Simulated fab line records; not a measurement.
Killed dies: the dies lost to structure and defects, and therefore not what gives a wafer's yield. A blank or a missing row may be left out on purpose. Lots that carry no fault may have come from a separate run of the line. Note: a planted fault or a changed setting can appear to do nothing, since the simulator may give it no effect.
Split-lot experiment ; flow berkeley-cmos170 ; 5 lots, 23 wafers read, on a route of 331 steps

## THE SPLIT ITSELF
At UCB170_PWELL_IMPLANT_15, the setting energy-kev was moved away from the recipe's 60 on 8 of the 23 wafers read, by -4.0% to +2.3%. All remaining wafers had this setting at the recipe value.

Reading taken at the split's own step.

## THE READING
implant.drp-nm (the simulator's own value, which no gauge read), in nm, at UCB170_PWELL_IMPLANT_15. The file does not state a usual value for it.

wafer;tool, chamber at the split;energy-kev as run;against the recipe;implant.drp-nm, nm;against lot-mates on the recipe
L074.1;implanter-04, 0;60;recipe;64.7;-
L074.2;implanter-04, 0;60;recipe;64.7;-
L074.4;implanter-04, 0;60;recipe;64.7;-
L074.3;implanter-04, 0;61.36;+2.3%;65.47;+0.77
L074.5;implanter-04, 0;61.36;+2.3%;65.47;+0.77
L078.1;implanter-04, 0;58.47;-2.5%;63.81;-0.89
L078.2;implanter-04, 0;58.47;-2.5%;63.81;-0.89
L078.6;implanter-04, 0;58.47;-2.5%;63.81;-0.89
L078.3;implanter-04, 0;60;recipe;64.7;-
L078.5;implanter-04, 0;60;recipe;64.7;-
L079.1;implanter-03, 0;60;recipe;64.7;-
L079.5;implanter-03, 0;60;recipe;64.7;-
L079.6;implanter-03, 0;60;recipe;64.7;-
L084.1;implanter-03, 0;57.61;-4.0%;63.31;-1.39
L084.3;implanter-03, 0;57.61;-4.0%;63.31;-1.39
L084.6;implanter-03, 0;57.61;-4.0%;63.31;-1.39
L084.2;implanter-03, 0;60;recipe;64.7;-
L084.4;implanter-03, 0;60;recipe;64.7;-
L085.1;implanter-04, 0;60;recipe;64.7;-
L085.2;implanter-04, 0;60;recipe;64.7;-
L085.3;implanter-04, 0;60;recipe;64.7;-
L085.5;implanter-04, 0;60;recipe;64.7;-
L085.6;implanter-04, 0;60;recipe;64.7;-

FIT RESULTS
A straight line over all 23 wafers: implant.drp-nm changes by +0.347 nm for each +1% of energy-kev; r = +1.00; the points scatter about the line by 0.0053 nm.
The same after taking each lot's own level away (the mean of its wafers on the recipe; 23 wafers): +0.347 nm for each +1%; r = +1.00; scatter 0.0053 nm.
Per that fit: largest energy-kev move, reading shift of 1.4 nm.
The lots' own levels span 64.700 to 64.700 nm.
Consequently the slope shifts little with the lot-to-lot level, the two slopes agreeing.
Check: with one of the wafers moved furthest among these (-4.0%) left out of the fit, the line predicts -1.38 nm for it against its lot-mates. Against them it came out at -1.39 nm.

## THESE WAFERS: OTHER SPLITS
Before the reading, these wafers also passed through other splits. Each is held against what the fit with the lots' levels taken away leaves over:
other split on the same wafers;wafers away from the commonest value;r with implant.drp-nm (lot level and that fit taken away)
UCB170_START_OXIDATION_02 temp-c;15;+0.00
UCB170_ZERO_COAT_01 spin-rpm;10;-0.29
UCB170_ZERO_ETCH_06 over-etch-frac;5;+0.14
UCB170_PWELL_CVD_05 sih2cl2-flow-sccm;15;+0.01

## THE WHOLE CHAIN: every reading that the file lists as answering this split, in the file's order
step;what it does;reading;change (the file's fit);r (the file's)
UCB170_PWELL_IMPLANT_15;;implant.rp-nm (the simulator's own value, which no gauge read);+1.81 nm for each +1% of the setting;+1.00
UCB170_PWELL_IMPLANT_15;;implant.drp-nm (the simulator's own value, which no gauge read);+0.346 nm for each +1% of the setting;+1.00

## THE FILE'S OWN FIT
implant.drp-nm changes by +0.346 nm for each +1% of energy-kev, r = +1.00.
